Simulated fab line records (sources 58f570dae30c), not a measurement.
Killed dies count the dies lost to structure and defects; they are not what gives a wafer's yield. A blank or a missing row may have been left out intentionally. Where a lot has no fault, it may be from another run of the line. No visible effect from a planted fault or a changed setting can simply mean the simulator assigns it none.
Struck lot and sound lot, side by side    flow berkeley cmos170    43 out of 331 route steps
Sound: the wafers L674.1, L674.3, L674.4. Wafers struck: L687.1, L687.3, L687.4. The cause comes at the end.
For every step that has rows: the tool of each side, followed by ch and its chambers, followed by its first start. Under that, the readings that differ: sound wafers    struck wafers    difference of the means    sigmas: that difference in standard deviations of wafers without a fault.
alike: readings whose means differ by less than 2 such deviations, and words and numbers that are the same on both sides. not compared: withheld readings, readings that some wafer has no value for, bounds like >300 that may hide the same value, and numbers for which the record gives no deviation and whose values overlap.
A row with sigmas, a row that says differs or no value, or rows on one side alone: a step with any of these is where the two part. Numbers that have no deviation but don't overlap get no sigmas and don't part them. A reading that every wafer of one side lacks parts them only if that side has two wafers or more.

first, 2 steps without rows for these wafers: UCB170_FIELD_CLEAN_00 (cleans in dHF, time 7.5 s); UCB170_FIELD_OXIDATION_01 (target thk 558.3 nm, ox time 7200 s).
UCB170_FIELD_THK_MEAS_02:
  sound on film metro-04 at day 7 16:16; struck on film metro-01 at day 9 22:23
  alike: FIELD_OXIDE_THK
then, 4 steps without rows for these wafers: UCB170_FIELD_ANNEAL_03 (time 1200 s); UCB170_FIELD_WET_ETCH_04 (etches SiO2 in dHF, time 60 s); UCB170_FIELD_WET_ETCH_05 (etches Si3N4 in H3PO4, time 12600 s); UCB170_FIELD_WET_ETCH_06 (etches SiO2 in BOE, time 22 s).
UCB170_FIELD_THK_MEAS_90:
  sound on film metro-03 at day 8 03:11; struck on film metro-04 at day 10 06:49
  alike: FIELD_OXIDE_LEFT_1_THK
then, 2 steps without rows for these wafers: UCB170_SACOX_CLEAN_00 (cleans in dHF, time 7.5 s); UCB170_SACOX_OXIDATION_01 (target thk 14.4 nm, ox time 2400 s).
UCB170_SACOX_THK_MEAS_02:
  sound on film metro-03 at day 8 10:12; struck on film metro-03 at day 10 14:03
  alike: SACOX_OXIDE_THK
then, 1 step without rows for these wafers: UCB170_SCREENOX_WET_ETCH_00 (etches SiO2 in dHF, time 200 s).
UCB170_SCREENOX_OXIDATION_01: target thk 14.4 nm, ox time 2400 s.
  sound on furnace-01 ch 0, day 8 15:35; struck on furnace-01 ch 0, day 10 20:12
  alike: ox temp c max, spike tc load C, zone power source pct
UCB170_SCREENOX_THK_MEAS_02:
  sound on film metro-04 at day 8 17:19; struck on film metro-03 at day 10 21:59
  alike: SCREENOX_OXIDE_THK
then, 7 steps without rows for these wafers: UCB170_SCREENOX_ANNEAL_03 (time 900 s); UCB170_NVT_HMDS_00 (prime time 60 s); UCB170_NVT_COAT_01 (resist thk 900 nm); UCB170_NVT_SOFTBAKE_02 (time 60 s); UCB170_NVT_EXPOSE_03 (exposes mask PWELL, target cd 3000 nm); UCB170_NVT_PEB_04; UCB170_NVT_DEVELOP_05 (develop time 45 s).
UCB170_NVT_OVL_MEAS_06:
  sound on overlay-01 at day 9 05:46; struck on overlay-02 at day 11 05:49
  alike: NVT_OVL
after that, 1 step had no rows for these wafers: UCB170_NVT_IMPLANT_07.
UCB170_NVT_STRIP_08: strips in O2.
  sound on plasma asher-02 ch 0,1, day 9 05:57; struck on plasma asher-02 ch 0,1, day 11 06:00
  alike: drypump motor current A, oes product au, strip time to endpoint s
  not compared: rf hours counter h
UCB170_NVT_TW_MEAS_09:
  sound on film metro-01 at day 9 06:03; struck on film metro-04 at day 11 06:06
  alike: NVT_TW
then, 7 steps without rows for these wafers: UCB170_NVT_CLEAN_10 (cleans in SPM, time 600 s); UCB170_PVT_HMDS_00 (prime time 60 s); UCB170_PVT_COAT_01 (resist thk 900 nm); UCB170_PVT_SOFTBAKE_02 (time 60 s); UCB170_PVT_EXPOSE_03 (exposes mask NWELL, target cd 3000 nm); UCB170_PVT_PEB_04; UCB170_PVT_DEVELOP_05 (develop time 45 s).
UCB170_PVT_OVL_MEAS_06:
  sound on overlay-02 at day 9 09:04; struck on overlay-02 at day 11 09:09
  alike: PVT_OVL
after that, 1 step had no rows for these wafers: UCB170_PVT_IMPLANT_07.
UCB170_PVT_STRIP_08: strips in O2.
  sound on plasma asher-04 ch 0,1, day 9 09:16; struck on plasma asher-04 ch 0,1, day 11 09:20
reading                       sound              struck             difference  sigmas
strip time to endpoint s (s)  21.57 21.57 21.53  21.69 21.68 21.77  +0.16       +2
  alike: drypump motor current A, oes product au
  not compared: rf hours counter h
UCB170_PVT_TW_MEAS_09:
  sound on film metro-04 at day 9 09:22; struck on film metro-01 at day 11 09:26
  alike: PVT_TW
then, 1 step without rows for these wafers: UCB170_GATE_WET_ETCH_00 (etches SiO2 in dHF, time 200 s).
UCB170_FIELD_THK_MEAS_91:
  sound on film metro-04 at day 9 09:29; struck on film metro-04 at day 11 09:34
  alike: FIELD_OXIDE_LEFT_2_THK
then, 1 step without rows for these wafers: UCB170_GATE_OXIDATION_01 (target thk 6.6 nm, ox time 1800 s).
UCB170_GATE_THK_MEAS_02:
  sound on film metro-01 at day 9 14:22; struck on film metro-02 at day 11 15:26
  alike: GATE_OXIDE_THK
then, 2 steps without rows for these wafers: UCB170_GATE_ANNEAL_03 (time 1800 s); UCB170_GATE_CVD_04 (deposits poly-Si from SiH4, time 1440 s, target thk 214 nm).
UCB170_M3_PROBE_99:
  only the struck wafers here have rows in the record (prober-01, day 13 13:51); the sound ones have none

## WHERE THEY PART
At UCB170_PVT_STRIP_08 first; at UCB170_M3_PROBE_99 last (within this record only).

WHY: what had been put in by the simulator
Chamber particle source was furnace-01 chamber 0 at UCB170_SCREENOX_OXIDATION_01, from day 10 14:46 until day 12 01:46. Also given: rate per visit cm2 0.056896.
